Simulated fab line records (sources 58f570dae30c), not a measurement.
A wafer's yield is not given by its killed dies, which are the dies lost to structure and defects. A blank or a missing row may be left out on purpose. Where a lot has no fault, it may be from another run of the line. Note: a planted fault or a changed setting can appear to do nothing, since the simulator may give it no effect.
Split-lot trial / flow berkeleyCmos170 / on a route of 331 steps: 5 lots, 23 wafers read

## SPLIT DETAILS
At UCB170_PWELL_CVD_05 (deposits Si3N4 from SiH2Cl2/NH3, target thk 220 nm, time 3300 s), the setting tempC was moved away from the recipe's 800 C on 20 of the 23 wafers read, by -1.4% to +2.8%. The other wafers ran this setting at the recipe's value.

There is no step in the file separating the split from the reading.

## THE READING
PWELL_NITRIDE_THK (nm), taken at UCB170_PWELL_THK_MEAS_06. Fault-free wafers of this fab line usually give 219.3 nm, standard deviation 1.6 nm.

wafer=L075.1; tool, chamber at the split=-, -; tempC as run, C=820.6; against the recipe=+2.6%; PWELL_NITRIDE_THK, nm=317.2; against lot-mates on the recipe=no lot-mate on the recipe
wafer=L075.2; tool, chamber at the split=-, -; tempC as run, C=820.6; against the recipe=+2.6%; PWELL_NITRIDE_THK, nm=318.0; against lot-mates on the recipe=no lot-mate on the recipe
wafer=L075.3; tool, chamber at the split=-, -; tempC as run, C=820.6; against the recipe=+2.6%; PWELL_NITRIDE_THK, nm=316.0; against lot-mates on the recipe=no lot-mate on the recipe
wafer=L075.4; tool, chamber at the split=-, -; tempC as run, C=820.6; against the recipe=+2.6%; PWELL_NITRIDE_THK, nm=316.9; against lot-mates on the recipe=no lot-mate on the recipe
wafer=L075.5; tool, chamber at the split=-, -; tempC as run, C=820.6; against the recipe=+2.6%; PWELL_NITRIDE_THK, nm=317.8; against lot-mates on the recipe=no lot-mate on the recipe
wafer=L076.1; tool, chamber at the split=-, -; tempC as run, C=822.2; against the recipe=+2.8%; PWELL_NITRIDE_THK, nm=324.5; against lot-mates on the recipe=no lot-mate on the recipe
wafer=L076.2; tool, chamber at the split=-, -; tempC as run, C=822.2; against the recipe=+2.8%; PWELL_NITRIDE_THK, nm=324.9; against lot-mates on the recipe=no lot-mate on the recipe
wafer=L076.3; tool, chamber at the split=-, -; tempC as run, C=822.2; against the recipe=+2.8%; PWELL_NITRIDE_THK, nm=324.0; against lot-mates on the recipe=no lot-mate on the recipe
wafer=L076.4; tool, chamber at the split=-, -; tempC as run, C=822.2; against the recipe=+2.8%; PWELL_NITRIDE_THK, nm=323.8; against lot-mates on the recipe=no lot-mate on the recipe
wafer=L076.6; tool, chamber at the split=-, -; tempC as run, C=822.2; against the recipe=+2.8%; PWELL_NITRIDE_THK, nm=325.9; against lot-mates on the recipe=no lot-mate on the recipe
wafer=L079.1; tool, chamber at the split=-, -; tempC as run, C=789.1; against the recipe=-1.4%; PWELL_NITRIDE_THK, nm=177.4; against lot-mates on the recipe=no lot-mate on the recipe
wafer=L079.2; tool, chamber at the split=-, -; tempC as run, C=789.1; against the recipe=-1.4%; PWELL_NITRIDE_THK, nm=178.0; against lot-mates on the recipe=no lot-mate on the recipe
wafer=L079.4; tool, chamber at the split=-, -; tempC as run, C=789.1; against the recipe=-1.4%; PWELL_NITRIDE_THK, nm=179.6; against lot-mates on the recipe=no lot-mate on the recipe
wafer=L079.5; tool, chamber at the split=-, -; tempC as run, C=789.1; against the recipe=-1.4%; PWELL_NITRIDE_THK, nm=179.8; against lot-mates on the recipe=no lot-mate on the recipe
wafer=L079.6; tool, chamber at the split=-, -; tempC as run, C=789.1; against the recipe=-1.4%; PWELL_NITRIDE_THK, nm=179.8; against lot-mates on the recipe=no lot-mate on the recipe
wafer=L078.2; tool, chamber at the split=lpcvd-02, 0; tempC as run, C=800; against the recipe=recipe; PWELL_NITRIDE_THK, nm=220.4; against lot-mates on the recipe=-
wafer=L078.4; tool, chamber at the split=lpcvd-02, 0; tempC as run, C=800; against the recipe=recipe; PWELL_NITRIDE_THK, nm=221.1; against lot-mates on the recipe=-
wafer=L078.5; tool, chamber at the split=lpcvd-02, 0; tempC as run, C=800; against the recipe=recipe; PWELL_NITRIDE_THK, nm=218.1; against lot-mates on the recipe=-
wafer=L082.1; tool, chamber at the split=-, -; tempC as run, C=820.7; against the recipe=+2.6%; PWELL_NITRIDE_THK, nm=315.7; against lot-mates on the recipe=no lot-mate on the recipe
wafer=L082.2; tool, chamber at the split=-, -; tempC as run, C=820.7; against the recipe=+2.6%; PWELL_NITRIDE_THK, nm=314.6; against lot-mates on the recipe=no lot-mate on the recipe
wafer=L082.3; tool, chamber at the split=-, -; tempC as run, C=820.7; against the recipe=+2.6%; PWELL_NITRIDE_THK, nm=315.1; against lot-mates on the recipe=no lot-mate on the recipe
wafer=L082.4; tool, chamber at the split=-, -; tempC as run, C=820.7; against the recipe=+2.6%; PWELL_NITRIDE_THK, nm=315.7; against lot-mates on the recipe=no lot-mate on the recipe
wafer=L082.6; tool, chamber at the split=-, -; tempC as run, C=820.7; against the recipe=+2.6%; PWELL_NITRIDE_THK, nm=315.8; against lot-mates on the recipe=no lot-mate on the recipe

THE FIT
A straight line over all 23 wafers: PWELL_NITRIDE_THK changes by +35.4 nm for each +1% of tempC; r = +1.00; the points scatter about the line by 2.6 nm.
Too few moved wafers with a lot-mate on the recipe to fit a line net of each lot's own level.

## THE WHOLE CHAIN: every reading that the file lists as answering this split, in the file's order
step=UCB170_PWELL_CVD_05; what it does=deposits Si3N4 from SiH2Cl2/NH3, target thk 220 nm, time 3300 s; reading=Si3N4_of_PWELL_CVD_05.thkNm (the simulator's own value, which no gauge read); change (the file's fit)=+35.4 nm for each +1% of the setting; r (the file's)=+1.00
step=UCB170_PWELL_THK_MEAS_06; what it does=; reading=PWELL_NITRIDE_THK; change (the file's fit)=+35.4 for each +1% of the setting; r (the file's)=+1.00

## FILE'S OWN FIT
PWELL_NITRIDE_THK changes by +35.4 nm for each +1% of tempC, r = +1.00.
